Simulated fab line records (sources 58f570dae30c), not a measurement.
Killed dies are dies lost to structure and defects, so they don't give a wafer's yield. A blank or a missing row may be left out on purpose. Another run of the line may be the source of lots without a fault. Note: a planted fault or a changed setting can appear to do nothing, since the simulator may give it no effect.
fab line records :: flow berkeley_cmos170
record
  lots=5
  wafers=27
route steps=331 shown M3@327
start_h: start of the lot's first displayed wafer, in hours after the record's first day :: wait_h: hours elapsed since this lot's preceding step :: " the same as in the row above :: L1.1+2: a single row standing in for several wafers :: - no value present, or no start provided :: * or withheld: withheld :: < > ~ a bound
route shown NAME@n: a module of which the file shows steps, and the number in the route of the first :: usual: the fault-free wafers' mean and standard deviation :: same: alike in all rows :: chamber/n: place in a boat :: sites: each site's reading :: _std_site: their standard deviation :: _edge_site: inner sites' mean taken away from outer sites' mean :: radius_mm: how far each site lies from the wafer's centre :: mask NAME#n: copy n :: behind: the most recent tool/chamber to have shaped the wafer :: hold: why the lot went on hold/how many hours it stayed there/how the hold came to an end :: device: the transistor (n, p or np) that didn't switch :: end of line: tests run on the same wafers once the route is complete :: where a step has no rows: the recipe by itself :: killed: count of dies lost to structure and defects at first sort (not the wafer's yield) :: map: dies across one wafer; x = killed, . = not, _ = none there
set.NAME: setting as actually run; set.NAME@STEP: the setting as run at that earlier step :: model.NAME: the simulator's own value behind a step, which no gauge read
lots with deliberately changed settings; one table per step, one row per wafer
## steps
# step UCB170_M3_METAL_ETCH_18
# recipe
  chemistry=Cl2/BCl3
  target=Al
  stop_on=SiO2
  pressure_mtorr=12
  target_depth_a=11700
  over_etch_frac=0.3
  time_s=195
  icp_w=600
  bias_w=120
  Cl2_flow_sccm=90
  bcl3_flow_sccm=45
# usual
  oes_product_au=0.853/0.0085
lot.wafer: L075.1
tool: rie_metal-02
chamber: 1
start_h: 194.50
wait_h: -
set.target_depth_a: 9243
oes_product_au: 0.975
model.KrF_of_M3_COAT_10.thk_nm: 340.1
model.SiO2_of_V2_CVD_00.thk_nm: 947.6

lot.wafer: L075.2
tool: rie_metal-02
chamber: 0
start_h: 194.50
wait_h: -
set.target_depth_a: 9243
oes_product_au: 0.984
model.KrF_of_M3_COAT_10.thk_nm: 357.1
model.SiO2_of_V2_CVD_00.thk_nm: 949.7

lot.wafer: L075.3
tool: rie_metal-02
chamber: 0
start_h: 194.50
wait_h: -
set.target_depth_a: 9243
oes_product_au: 0.988
model.KrF_of_M3_COAT_10.thk_nm: 356.2
model.SiO2_of_V2_CVD_00.thk_nm: 949

lot.wafer: L075.4
tool: rie_metal-02
chamber: 1
start_h: 194.50
wait_h: -
set.target_depth_a: 11700
oes_product_au: 0.852
model.KrF_of_M3_COAT_10.thk_nm: 193.5
model.SiO2_of_V2_CVD_00.thk_nm: 934.7

lot.wafer: L075.5
tool: rie_metal-02
chamber: 0
start_h: 194.50
wait_h: -
set.target_depth_a: 11700
oes_product_au: 0.861
model.KrF_of_M3_COAT_10.thk_nm: 208.3
model.SiO2_of_V2_CVD_00.thk_nm: 934.7

lot.wafer: L075.6
tool: rie_metal-02
chamber: 1
start_h: 194.50
wait_h: -
set.target_depth_a: 11700
oes_product_au: 0.862
model.KrF_of_M3_COAT_10.thk_nm: 197.6
model.SiO2_of_V2_CVD_00.thk_nm: 936.7

lot.wafer: L077.1
tool: rie_metal-04
chamber: 1
start_h: 195.40
wait_h: -
set.target_depth_a: 14970
oes_product_au: 0.744
model.KrF_of_M3_COAT_10.thk_nm: 4.051
model.SiO2_of_V2_CVD_00.thk_nm: 915.8

lot.wafer: L077.2
tool: rie_metal-04
chamber: 0
start_h: 195.40
wait_h: -
set.target_depth_a: 11700
oes_product_au: 0.846
model.KrF_of_M3_COAT_10.thk_nm: 228.7
model.SiO2_of_V2_CVD_00.thk_nm: 936.7

lot.wafer: L077.3
tool: rie_metal-04
chamber: 1
start_h: 195.40
wait_h: -
set.target_depth_a: 11700
oes_product_au: 0.851
model.KrF_of_M3_COAT_10.thk_nm: 202.7
model.SiO2_of_V2_CVD_00.thk_nm: 936.1

lot.wafer: L077.4
tool: rie_metal-04
chamber: 0
start_h: 195.40
wait_h: -
set.target_depth_a: 11700
oes_product_au: 0.841
model.KrF_of_M3_COAT_10.thk_nm: 240.5
model.SiO2_of_V2_CVD_00.thk_nm: 939.6

lot.wafer: L077.5
tool: rie_metal-04
chamber: 0
start_h: 195.40
wait_h: -
set.target_depth_a: 14970
oes_product_au: 0.752
model.KrF_of_M3_COAT_10.thk_nm: 53.23
model.SiO2_of_V2_CVD_00.thk_nm: 920.1

lot.wafer: L077.6
tool: rie_metal-04
chamber: 1
start_h: 195.40
wait_h: -
set.target_depth_a: 14970
oes_product_au: 0.751
model.KrF_of_M3_COAT_10.thk_nm: 8.046
model.SiO2_of_V2_CVD_00.thk_nm: 916.1

lot.wafer: L078.1
tool: rie_metal-01
chamber: 0
start_h: 210.64
wait_h: -
set.target_depth_a: 11700
oes_product_au: 0.851
model.KrF_of_M3_COAT_10.thk_nm: 207.8
model.SiO2_of_V2_CVD_00.thk_nm: 937.4

lot.wafer: L078.2
tool: rie_metal-01
chamber: 1
start_h: 210.64
wait_h: -
set.target_depth_a: 11700
oes_product_au: 0.856
model.KrF_of_M3_COAT_10.thk_nm: 211.4
model.SiO2_of_V2_CVD_00.thk_nm: 939.2

lot.wafer: L078.3
tool: rie_metal-01
chamber: 1
start_h: 210.64
wait_h: -
set.target_depth_a: 11700
oes_product_au: 0.869
model.KrF_of_M3_COAT_10.thk_nm: 209.8
model.SiO2_of_V2_CVD_00.thk_nm: 937.9

lot.wafer: L078.4
tool: rie_metal-01
chamber: 0
start_h: 210.64
wait_h: -
set.target_depth_a: 11700
oes_product_au: 0.858
model.KrF_of_M3_COAT_10.thk_nm: 200.1
model.SiO2_of_V2_CVD_00.thk_nm: 937.2

lot.wafer: L078.5
tool: rie_metal-01
chamber: 1
start_h: 210.64
wait_h: -
set.target_depth_a: 11700
oes_product_au: 0.867
model.KrF_of_M3_COAT_10.thk_nm: 213.2
model.SiO2_of_V2_CVD_00.thk_nm: 937.6

lot.wafer: L078.6
tool: rie_metal-01
chamber: 0
start_h: 210.64
wait_h: -
set.target_depth_a: 11700
oes_product_au: 0.844
model.KrF_of_M3_COAT_10.thk_nm: 201.4
model.SiO2_of_V2_CVD_00.thk_nm: 939.4

lot.wafer: L081.2
tool: rie_metal-04
chamber: 0
start_h: 225.64
wait_h: -
set.target_depth_a: 11700
oes_product_au: 0.855
model.KrF_of_M3_COAT_10.thk_nm: 237.2
model.SiO2_of_V2_CVD_00.thk_nm: 940.3

lot.wafer: L081.5
tool: rie_metal-04
chamber: 0
start_h: 225.64
wait_h: -
set.target_depth_a: 11700
oes_product_au: 0.838
model.KrF_of_M3_COAT_10.thk_nm: 229.5
model.SiO2_of_V2_CVD_00.thk_nm: 939.9

lot.wafer: L081.6
tool: rie_metal-04
chamber: 1
start_h: 225.64
wait_h: -
set.target_depth_a: 11700
oes_product_au: 0.859
model.KrF_of_M3_COAT_10.thk_nm: 203.2
model.SiO2_of_V2_CVD_00.thk_nm: 936.8

lot.wafer: L080.1
tool: rie_metal-02
chamber: 1
start_h: 228.85
wait_h: -
set.target_depth_a: 11700
oes_product_au: 0.852
model.KrF_of_M3_COAT_10.thk_nm: 203.5
model.SiO2_of_V2_CVD_00.thk_nm: 937.7

lot.wafer: L080.2
tool: rie_metal-02
chamber: 0
start_h: 228.85
wait_h: -
set.target_depth_a: 11700
oes_product_au: 0.849
model.KrF_of_M3_COAT_10.thk_nm: 216.7
model.SiO2_of_V2_CVD_00.thk_nm: 936.6

lot.wafer: L080.3
tool: rie_metal-02
chamber: 1
start_h: 228.85
wait_h: -
set.target_depth_a: 11700
oes_product_au: 0.847
model.KrF_of_M3_COAT_10.thk_nm: 202.7
model.SiO2_of_V2_CVD_00.thk_nm: 939.2

lot.wafer: L080.4
tool: rie_metal-02
chamber: 0
start_h: 228.85
wait_h: -
set.target_depth_a: 11700
oes_product_au: 0.844
model.KrF_of_M3_COAT_10.thk_nm: 210.7
model.SiO2_of_V2_CVD_00.thk_nm: 938.4

lot.wafer: L080.5
tool: rie_metal-02
chamber: 1
start_h: 228.85
wait_h: -
set.target_depth_a: 11700
oes_product_au: 0.846
model.KrF_of_M3_COAT_10.thk_nm: 200.9
model.SiO2_of_V2_CVD_00.thk_nm: 937.7

lot.wafer: L080.6
tool: rie_metal-02
chamber: 0
start_h: 228.85
wait_h: -
set.target_depth_a: 11700
oes_product_au: 0.845
model.KrF_of_M3_COAT_10.thk_nm: 209
model.SiO2_of_V2_CVD_00.thk_nm: 937.7
# step UCB170_M3_STRIP_19
# recipe
  chemistry=O2
  power_w=400
  pressure_mtorr=3500
  platen_temp_c=withheld
  o2_flow_sccm=400
  overash_fraction=0.5
# usual
  oes_product_au=0.543/0.013
lot.wafer: L075.1
tool: plasma_asher-01
chamber: 1
start_h: 194.69
wait_h: 0.1
set.target_depth_a@M3_METAL_ETCH_18: 9243
oes_product_au: 0.670

lot.wafer: L075.2
tool: plasma_asher-01
chamber: 0
start_h: 194.69
wait_h: 0.1
set.target_depth_a@M3_METAL_ETCH_18: 9243
oes_product_au: 0.689

lot.wafer: L075.3
tool: plasma_asher-01
chamber: 1
start_h: 194.69
wait_h: 0.1
set.target_depth_a@M3_METAL_ETCH_18: 9243
oes_product_au: 0.699

lot.wafer: L075.4
tool: plasma_asher-01
chamber: 0
start_h: 194.69
wait_h: 0.1
set.target_depth_a@M3_METAL_ETCH_18: 11700
oes_product_au: 0.520

lot.wafer: L075.5
tool: plasma_asher-01
chamber: 0
start_h: 194.69
wait_h: 0.1
set.target_depth_a@M3_METAL_ETCH_18: 11700
oes_product_au: 0.545

lot.wafer: L075.6
tool: plasma_asher-01
chamber: 1
start_h: 194.69
wait_h: 0.1
set.target_depth_a@M3_METAL_ETCH_18: 11700
oes_product_au: 0.528

lot.wafer: L077.1
tool: plasma_asher-03
chamber: 1
start_h: 195.59
wait_h: 0.1
set.target_depth_a@M3_METAL_ETCH_18: 14970
oes_product_au: 0.316

lot.wafer: L077.2
tool: plasma_asher-03
chamber: 0
start_h: 195.59
wait_h: 0.1
set.target_depth_a@M3_METAL_ETCH_18: 11700
oes_product_au: 0.562

lot.wafer: L077.3
tool: plasma_asher-03
chamber: 1
start_h: 195.59
wait_h: 0.1
set.target_depth_a@M3_METAL_ETCH_18: 11700
oes_product_au: 0.538

lot.wafer: L077.4
tool: plasma_asher-03
chamber: 0
start_h: 195.59
wait_h: 0.1
set.target_depth_a@M3_METAL_ETCH_18: 11700
oes_product_au: 0.575

lot.wafer: L077.5
tool: plasma_asher-03
chamber: 0
start_h: 195.59
wait_h: 0.1
set.target_depth_a@M3_METAL_ETCH_18: 14970
oes_product_au: 0.381

lot.wafer: L077.6
tool: plasma_asher-03
chamber: 1
start_h: 195.59
wait_h: 0.1
set.target_depth_a@M3_METAL_ETCH_18: 14970
oes_product_au: 0.319

lot.wafer: L078.1
tool: plasma_asher-01
chamber: 1
start_h: 210.83
wait_h: 0.1
set.target_depth_a@M3_METAL_ETCH_18: 11700
oes_product_au: 0.542

lot.wafer: L078.2
tool: plasma_asher-01
chamber: 0
start_h: 210.83
wait_h: 0.1
set.target_depth_a@M3_METAL_ETCH_18: 11700
oes_product_au: 0.543

lot.wafer: L078.3
tool: plasma_asher-01
chamber: 1
start_h: 210.83
wait_h: 0.1
set.target_depth_a@M3_METAL_ETCH_18: 11700
oes_product_au: 0.542

lot.wafer: L078.4
tool: plasma_asher-01
chamber: 0
start_h: 210.83
wait_h: 0.1
set.target_depth_a@M3_METAL_ETCH_18: 11700
oes_product_au: 0.532

lot.wafer: L078.5
tool: plasma_asher-01
chamber: 1
start_h: 210.83
wait_h: 0.1
set.target_depth_a@M3_METAL_ETCH_18: 11700
oes_product_au: 0.546

lot.wafer: L078.6
tool: plasma_asher-01
chamber: 0
start_h: 210.83
wait_h: 0.1
set.target_depth_a@M3_METAL_ETCH_18: 11700
oes_product_au: 0.533

lot.wafer: L081.2
tool: plasma_asher-01
chamber: 0
start_h: 225.83
wait_h: 0.1
set.target_depth_a@M3_METAL_ETCH_18: 11700
oes_product_au: 0.566

lot.wafer: L081.5
tool: plasma_asher-01
chamber: 0
start_h: 225.83
wait_h: 0.1
set.target_depth_a@M3_METAL_ETCH_18: 11700
oes_product_au: 0.562

lot.wafer: L081.6
tool: plasma_asher-01
chamber: 1
start_h: 225.83
wait_h: 0.1
set.target_depth_a@M3_METAL_ETCH_18: 11700
oes_product_au: 0.535

lot.wafer: L080.1
tool: plasma_asher-04
chamber: 1
start_h: 229.04
wait_h: 0.1
set.target_depth_a@M3_METAL_ETCH_18: 11700
oes_product_au: 0.534

lot.wafer: L080.2
tool: plasma_asher-04
chamber: 0
start_h: 229.04
wait_h: 0.1
set.target_depth_a@M3_METAL_ETCH_18: 11700
oes_product_au: 0.553

lot.wafer: L080.3
tool: plasma_asher-04
chamber: 1
start_h: 229.04
wait_h: 0.1
set.target_depth_a@M3_METAL_ETCH_18: 11700
oes_product_au: 0.532

lot.wafer: L080.4
tool: plasma_asher-04
chamber: 0
start_h: 229.04
wait_h: 0.1
set.target_depth_a@M3_METAL_ETCH_18: 11700
oes_product_au: 0.541

lot.wafer: L080.5
tool: plasma_asher-04
chamber: 0
start_h: 229.04
wait_h: 0.1
set.target_depth_a@M3_METAL_ETCH_18: 11700
oes_product_au: 0.528

lot.wafer: L080.6
tool: plasma_asher-04
chamber: 1
start_h: 229.04
wait_h: 0.1
set.target_depth_a@M3_METAL_ETCH_18: 11700
oes_product_au: 0.544
# step UCB170_M3_CD_MEAS_90
# recipe
  target_cd_nm=700
# usual
  cd_nm=698.9/2.6
lot.wafer: L075.1
tool: cd_sem-01
chamber: -
start_h: 194.79
wait_h: 0.1
set.target_depth_a@M3_METAL_ETCH_18: 9243
cd_nm: 710.1

lot.wafer: L075.2
tool: cd_sem-01
chamber: -
start_h: 194.79
wait_h: 0.1
set.target_depth_a@M3_METAL_ETCH_18: 9243
cd_nm: 706.7

lot.wafer: L075.3
tool: cd_sem-01
chamber: -
start_h: 194.79
wait_h: 0.1
set.target_depth_a@M3_METAL_ETCH_18: 9243
cd_nm: 710.2

lot.wafer: L075.4
tool: cd_sem-01
chamber: -
start_h: 194.79
wait_h: 0.1
set.target_depth_a@M3_METAL_ETCH_18: 11700
cd_nm: 699.8

lot.wafer: L075.5
tool: cd_sem-01
chamber: -
start_h: 194.79
wait_h: 0.1
set.target_depth_a@M3_METAL_ETCH_18: 11700
cd_nm: 697.6

lot.wafer: L075.6
tool: cd_sem-01
chamber: -
start_h: 194.79
wait_h: 0.1
set.target_depth_a@M3_METAL_ETCH_18: 11700
cd_nm: 699.4

lot.wafer: L077.1
tool: cd_sem-01
chamber: -
start_h: 195.69
wait_h: 0.1
set.target_depth_a@M3_METAL_ETCH_18: 14970
cd_nm: 686.0

lot.wafer: L077.2
tool: cd_sem-01
chamber: -
start_h: 195.69
wait_h: 0.1
set.target_depth_a@M3_METAL_ETCH_18: 11700
cd_nm: 700.7

lot.wafer: L077.3
tool: cd_sem-01
chamber: -
start_h: 195.69
wait_h: 0.1
set.target_depth_a@M3_METAL_ETCH_18: 11700
cd_nm: 699.1

lot.wafer: L077.4
tool: cd_sem-01
chamber: -
start_h: 195.69
wait_h: 0.1
set.target_depth_a@M3_METAL_ETCH_18: 11700
cd_nm: 697.9

lot.wafer: L077.5
tool: cd_sem-01
chamber: -
start_h: 195.69
wait_h: 0.1
set.target_depth_a@M3_METAL_ETCH_18: 14970
cd_nm: 687.4

lot.wafer: L077.6
tool: cd_sem-01
chamber: -
start_h: 195.69
wait_h: 0.1
set.target_depth_a@M3_METAL_ETCH_18: 14970
cd_nm: 684.2

lot.wafer: L078.1
tool: cd_sem-01
chamber: -
start_h: 210.93
wait_h: 0.1
set.target_depth_a@M3_METAL_ETCH_18: 11700
cd_nm: 696.0

lot.wafer: L078.2
tool: cd_sem-01
chamber: -
start_h: 210.93
wait_h: 0.1
set.target_depth_a@M3_METAL_ETCH_18: 11700
cd_nm: 698.6

lot.wafer: L078.3
tool: cd_sem-01
chamber: -
start_h: 210.93
wait_h: 0.1
set.target_depth_a@M3_METAL_ETCH_18: 11700
cd_nm: 697.5

lot.wafer: L078.4
tool: cd_sem-01
chamber: -
start_h: 210.93
wait_h: 0.1
set.target_depth_a@M3_METAL_ETCH_18: 11700
cd_nm: 693.3

lot.wafer: L078.5
tool: cd_sem-01
chamber: -
start_h: 210.93
wait_h: 0.1
set.target_depth_a@M3_METAL_ETCH_18: 11700
cd_nm: 698.7

lot.wafer: L078.6
tool: cd_sem-01
chamber: -
start_h: 210.93
wait_h: 0.1
set.target_depth_a@M3_METAL_ETCH_18: 11700
cd_nm: 692.2

lot.wafer: L081.2
tool: cd_sem-02
chamber: -
start_h: 226.09
wait_h: 0.2
set.target_depth_a@M3_METAL_ETCH_18: 11700
cd_nm: 701.5

lot.wafer: L081.5
tool: cd_sem-02
chamber: -
start_h: 226.09
wait_h: 0.2
set.target_depth_a@M3_METAL_ETCH_18: 11700
cd_nm: 700.6

lot.wafer: L081.6
tool: cd_sem-02
chamber: -
start_h: 226.09
wait_h: 0.2
set.target_depth_a@M3_METAL_ETCH_18: 11700
cd_nm: 699.5

lot.wafer: L080.1
tool: cd_sem-01
chamber: -
start_h: 229.14
wait_h: 0.1
set.target_depth_a@M3_METAL_ETCH_18: 11700
cd_nm: 700.7

lot.wafer: L080.2
tool: cd_sem-01
chamber: -
start_h: 229.14
wait_h: 0.1
set.target_depth_a@M3_METAL_ETCH_18: 11700
cd_nm: 699.0

lot.wafer: L080.3
tool: cd_sem-01
chamber: -
start_h: 229.14
wait_h: 0.1
set.target_depth_a@M3_METAL_ETCH_18: 11700
cd_nm: 699.5

lot.wafer: L080.4
tool: cd_sem-01
chamber: -
start_h: 229.14
wait_h: 0.1
set.target_depth_a@M3_METAL_ETCH_18: 11700
cd_nm: 700.5

lot.wafer: L080.5
tool: cd_sem-01
chamber: -
start_h: 229.14
wait_h: 0.1
set.target_depth_a@M3_METAL_ETCH_18: 11700
cd_nm: 698.5

lot.wafer: L080.6
tool: cd_sem-01
chamber: -
start_h: 229.14
wait_h: 0.1
set.target_depth_a@M3_METAL_ETCH_18: 11700
cd_nm: 700.4
# step UCB170_M3_PROBE_99
lot.wafer: L075.1
tool: prober-02
chamber: -
start_h: 195.03
wait_h: 0.1
set.ox_time_s@WELLDRIVE_OXIDATION_01: 9000
set.time_s@GATE_ETCH_15: 70.62
model.etest.nwell_pinched.rs_ohm_sq: 1261
model.etest.pldd.line_ohm_um: 1693
model.etest.nldd.line_ohm_um: 1205
model.etest.nwell.width_nm: 2406
model.etest.pldd.rs_ohm_sq: 1050

lot.wafer: L075.2
tool: prober-02
chamber: -
start_h: 195.08
wait_h: 0.1
set.ox_time_s@WELLDRIVE_OXIDATION_01: 9000
set.time_s@GATE_ETCH_15: 56.3
model.etest.nwell_pinched.rs_ohm_sq: -
model.etest.pldd.line_ohm_um: -
model.etest.nldd.line_ohm_um: -
model.etest.nwell.width_nm: -
model.etest.pldd.rs_ohm_sq: -

lot.wafer: L075.3
tool: prober-02
chamber: -
start_h: 195.13
wait_h: 0.2
set.ox_time_s@WELLDRIVE_OXIDATION_01: 9000
set.time_s@GATE_ETCH_15: 56.3
model.etest.nwell_pinched.rs_ohm_sq: 1251
model.etest.pldd.line_ohm_um: 1740
model.etest.nldd.line_ohm_um: 1238
model.etest.nwell.width_nm: 2376
model.etest.pldd.rs_ohm_sq: 1080

lot.wafer: L075.4
tool: prober-02
chamber: -
start_h: 195.18
wait_h: 0.2
set.ox_time_s@WELLDRIVE_OXIDATION_01: 9000
set.time_s@GATE_ETCH_15: 56.3
model.etest.nwell_pinched.rs_ohm_sq: 1270
model.etest.pldd.line_ohm_um: 1841
model.etest.nldd.line_ohm_um: 1289
model.etest.nwell.width_nm: 2364
model.etest.pldd.rs_ohm_sq: 1102

lot.wafer: L075.5+6
tool: prober-02
chamber: -
start_h: 195.23
wait_h: 0.2
set.ox_time_s@WELLDRIVE_OXIDATION_01: 9000
set.time_s@GATE_ETCH_15: 70.62
model.etest.nwell_pinched.rs_ohm_sq: -
model.etest.pldd.line_ohm_um: -
model.etest.nldd.line_ohm_um: -
model.etest.nwell.width_nm: -
model.etest.pldd.rs_ohm_sq: -

lot.wafer: L077.1+3+6
tool: prober-02
chamber: -
start_h: 195.93
wait_h: 0.1
set.ox_time_s@WELLDRIVE_OXIDATION_01: 9000
set.time_s@GATE_ETCH_15: 37.05
model.etest.nwell_pinched.rs_ohm_sq: -
model.etest.pldd.line_ohm_um: -
model.etest.nldd.line_ohm_um: -
model.etest.nwell.width_nm: -
model.etest.pldd.rs_ohm_sq: -

lot.wafer: L077.2
tool: prober-02
chamber: -
start_h: 195.98
wait_h: 0.1
set.ox_time_s@WELLDRIVE_OXIDATION_01: 9000
set.time_s@GATE_ETCH_15: 56.3
model.etest.nwell_pinched.rs_ohm_sq: 1279
model.etest.pldd.line_ohm_um: 1808
model.etest.nldd.line_ohm_um: 1273
model.etest.nwell.width_nm: 2356
model.etest.pldd.rs_ohm_sq: 1124

lot.wafer: L077.4
tool: prober-02
chamber: -
start_h: 196.08
wait_h: 0.2
set.ox_time_s@WELLDRIVE_OXIDATION_01: 9000
set.time_s@GATE_ETCH_15: 56.3
model.etest.nwell_pinched.rs_ohm_sq: 1290
model.etest.pldd.line_ohm_um: 1769
model.etest.nldd.line_ohm_um: 1261
model.etest.nwell.width_nm: 2369
model.etest.pldd.rs_ohm_sq: 1105

lot.wafer: L077.5
tool: prober-02
chamber: -
start_h: 196.13
wait_h: 0.2
set.ox_time_s@WELLDRIVE_OXIDATION_01: 9000
set.time_s@GATE_ETCH_15: 56.3
model.etest.nwell_pinched.rs_ohm_sq: 1282
model.etest.pldd.line_ohm_um: 1815
model.etest.nldd.line_ohm_um: 1261
model.etest.nwell.width_nm: 2361
model.etest.pldd.rs_ohm_sq: 1124

lot.wafer: L078.1
tool: prober-01
chamber: -
start_h: 211.17
wait_h: 0.1
set.ox_time_s@WELLDRIVE_OXIDATION_01: 9000
set.time_s@GATE_ETCH_15: 83.27
model.etest.nwell_pinched.rs_ohm_sq: 1270
model.etest.pldd.line_ohm_um: 1903
model.etest.nldd.line_ohm_um: 1377
model.etest.nwell.width_nm: 2355
model.etest.pldd.rs_ohm_sq: 1016

lot.wafer: L078.2
tool: prober-01
chamber: -
start_h: 211.22
wait_h: 0.1
set.ox_time_s@WELLDRIVE_OXIDATION_01: 9000
set.time_s@GATE_ETCH_15: 83.27
model.etest.nwell_pinched.rs_ohm_sq: 1277
model.etest.pldd.line_ohm_um: 1891
model.etest.nldd.line_ohm_um: 1379
model.etest.nwell.width_nm: 2381
model.etest.pldd.rs_ohm_sq: 1018

lot.wafer: L078.3
tool: prober-01
chamber: -
start_h: 211.27
wait_h: 0.2
set.ox_time_s@WELLDRIVE_OXIDATION_01: 9000
set.time_s@GATE_ETCH_15: 83.27
model.etest.nwell_pinched.rs_ohm_sq: 1289
model.etest.pldd.line_ohm_um: 1920
model.etest.nldd.line_ohm_um: 1369
model.etest.nwell.width_nm: 2360
model.etest.pldd.rs_ohm_sq: 1038

lot.wafer: L078.4
tool: prober-01
chamber: -
start_h: 211.32
wait_h: 0.2
set.ox_time_s@WELLDRIVE_OXIDATION_01: 9000
set.time_s@GATE_ETCH_15: 56.3
model.etest.nwell_pinched.rs_ohm_sq: 1281
model.etest.pldd.line_ohm_um: 2078
model.etest.nldd.line_ohm_um: 1445
model.etest.nwell.width_nm: 2357
model.etest.pldd.rs_ohm_sq: 1105

lot.wafer: L078.5
tool: prober-01
chamber: -
start_h: 211.37
wait_h: 0.2
set.ox_time_s@WELLDRIVE_OXIDATION_01: 9000
set.time_s@GATE_ETCH_15: 56.3
model.etest.nwell_pinched.rs_ohm_sq: 1284
model.etest.pldd.line_ohm_um: 2092
model.etest.nldd.line_ohm_um: 1446
model.etest.nwell.width_nm: 2366
model.etest.pldd.rs_ohm_sq: 1110

lot.wafer: L078.6
tool: prober-01
chamber: -
start_h: 211.42
wait_h: 0.2
set.ox_time_s@WELLDRIVE_OXIDATION_01: 9000
set.time_s@GATE_ETCH_15: 56.3
model.etest.nwell_pinched.rs_ohm_sq: 1276
model.etest.pldd.line_ohm_um: 2158
model.etest.nldd.line_ohm_um: 1463
model.etest.nwell.width_nm: 2377
model.etest.pldd.rs_ohm_sq: 1122

lot.wafer: L081.2
tool: prober-02
chamber: -
start_h: 226.36
wait_h: 0.1
set.ox_time_s@WELLDRIVE_OXIDATION_01: 9000
set.time_s@GATE_ETCH_15: 56.3
model.etest.nwell_pinched.rs_ohm_sq: 1288
model.etest.pldd.line_ohm_um: 1788
model.etest.nldd.line_ohm_um: 1278
model.etest.nwell.width_nm: 2362
model.etest.pldd.rs_ohm_sq: 1081

lot.wafer: L081.5
tool: prober-02
chamber: -
start_h: 226.51
wait_h: 0.2
set.ox_time_s@WELLDRIVE_OXIDATION_01: 9000
set.time_s@GATE_ETCH_15: 56.3
model.etest.nwell_pinched.rs_ohm_sq: 1297
model.etest.pldd.line_ohm_um: 1832
model.etest.nldd.line_ohm_um: 1294
model.etest.nwell.width_nm: 2369
model.etest.pldd.rs_ohm_sq: 1112

lot.wafer: L081.6
tool: prober-02
chamber: -
start_h: 226.56
wait_h: 0.2
set.ox_time_s@WELLDRIVE_OXIDATION_01: 9000
set.time_s@GATE_ETCH_15: 56.3
model.etest.nwell_pinched.rs_ohm_sq: 1300
model.etest.pldd.line_ohm_um: 1804
model.etest.nldd.line_ohm_um: 1276
model.etest.nwell.width_nm: 2360
model.etest.pldd.rs_ohm_sq: 1081

lot.wafer: L080.1
tool: prober-01
chamber: -
start_h: 229.38
wait_h: 0.1
set.ox_time_s@WELLDRIVE_OXIDATION_01: 4751
set.time_s@GATE_ETCH_15: 56.3
model.etest.nwell_pinched.rs_ohm_sq: 1472
model.etest.pldd.line_ohm_um: 1831
model.etest.nldd.line_ohm_um: 1255
model.etest.nwell.width_nm: 2487
model.etest.pldd.rs_ohm_sq: 1128

lot.wafer: L080.2
tool: prober-01
chamber: -
start_h: 229.43
wait_h: 0.1
set.ox_time_s@WELLDRIVE_OXIDATION_01: 4751
set.time_s@GATE_ETCH_15: 56.3
model.etest.nwell_pinched.rs_ohm_sq: 1472
model.etest.pldd.line_ohm_um: 1759
model.etest.nldd.line_ohm_um: 1249
model.etest.nwell.width_nm: 2483
model.etest.pldd.rs_ohm_sq: 1095

lot.wafer: L080.3
tool: prober-01
chamber: -
start_h: 229.48
wait_h: 0.2
set.ox_time_s@WELLDRIVE_OXIDATION_01: 4751
set.time_s@GATE_ETCH_15: 56.3
model.etest.nwell_pinched.rs_ohm_sq: 1472
model.etest.pldd.line_ohm_um: 1804
model.etest.nldd.line_ohm_um: 1263
model.etest.nwell.width_nm: 2473
model.etest.pldd.rs_ohm_sq: 1102

lot.wafer: L080.4
tool: prober-01
chamber: -
start_h: 229.53
wait_h: 0.2
set.ox_time_s@WELLDRIVE_OXIDATION_01: 4751
set.time_s@GATE_ETCH_15: 56.3
model.etest.nwell_pinched.rs_ohm_sq: 1474
model.etest.pldd.line_ohm_um: 1826
model.etest.nldd.line_ohm_um: 1269
model.etest.nwell.width_nm: 2473
model.etest.pldd.rs_ohm_sq: 1121

lot.wafer: L080.5
tool: prober-01
chamber: -
start_h: 229.58
wait_h: 0.2
set.ox_time_s@WELLDRIVE_OXIDATION_01: 4751
set.time_s@GATE_ETCH_15: 56.3
model.etest.nwell_pinched.rs_ohm_sq: 1479
model.etest.pldd.line_ohm_um: 1767
model.etest.nldd.line_ohm_um: 1254
model.etest.nwell.width_nm: 2473
model.etest.pldd.rs_ohm_sq: 1101

lot.wafer: L080.6
tool: prober-01
chamber: -
start_h: 229.63
wait_h: 0.2
set.ox_time_s@WELLDRIVE_OXIDATION_01: 4751
set.time_s@GATE_ETCH_15: 56.3
model.etest.nwell_pinched.rs_ohm_sq: 1487
model.etest.pldd.line_ohm_um: 1795
model.etest.nldd.line_ohm_um: 1278
model.etest.nwell.width_nm: 2475
model.etest.pldd.rs_ohm_sq: 1120
# killed by level:class
L081.2 M2:geometric_particle:short=3 GATE:geometric_particle:open=1 M3:geometric_particle:short=1
L081.5 WELLDRIVE:geometric_particle:short=1 GATE:geometric_particle:open=1 SILICIDE:geometric_particle:short=1
L081.6 SCREENOX:geometric_particle:short=1 GATE:geometric_particle:short=1 SPACER:geometric_particle:short=1 V1:geometric_particle:open=1
## key
split
  step=UCB170_M3_METAL_ETCH_18
  setting=target_depth_a
  stated=11700
  by=wafer
response
  step=UCB170_M3_METAL_ETCH_18
  reading=oes_product_au
  change=-0.00435
  per=1%
  r=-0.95
response
  step=UCB170_M3_METAL_ETCH_18
  reading=model.KrF_of_M3_COAT_10.thk_nm
  change=-7.22
  per=1%
  r=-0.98
response
  step=UCB170_M3_METAL_ETCH_18
  reading=model.SiO2_of_V2_CVD_00.thk_nm
  change=-0.691
  per=1%
  r=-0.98
response
  step=UCB170_M3_STRIP_19
  reading=oes_product_au
  change=-0.00769
  per=1%
  r=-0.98
response
  step=UCB170_M3_CD_MEAS_90
  reading=cd_nm
  change=-0.479
  per=1%
  r=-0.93
split outside_this_file step=UCB170_WELLDRIVE_OXIDATION_01 setting=ox_time_s
split outside_this_file step=UCB170_GATE_ETCH_15 setting=time_s
# split outside_this_file: this setting was split too, and the file shows its column; the key of that split is in another file
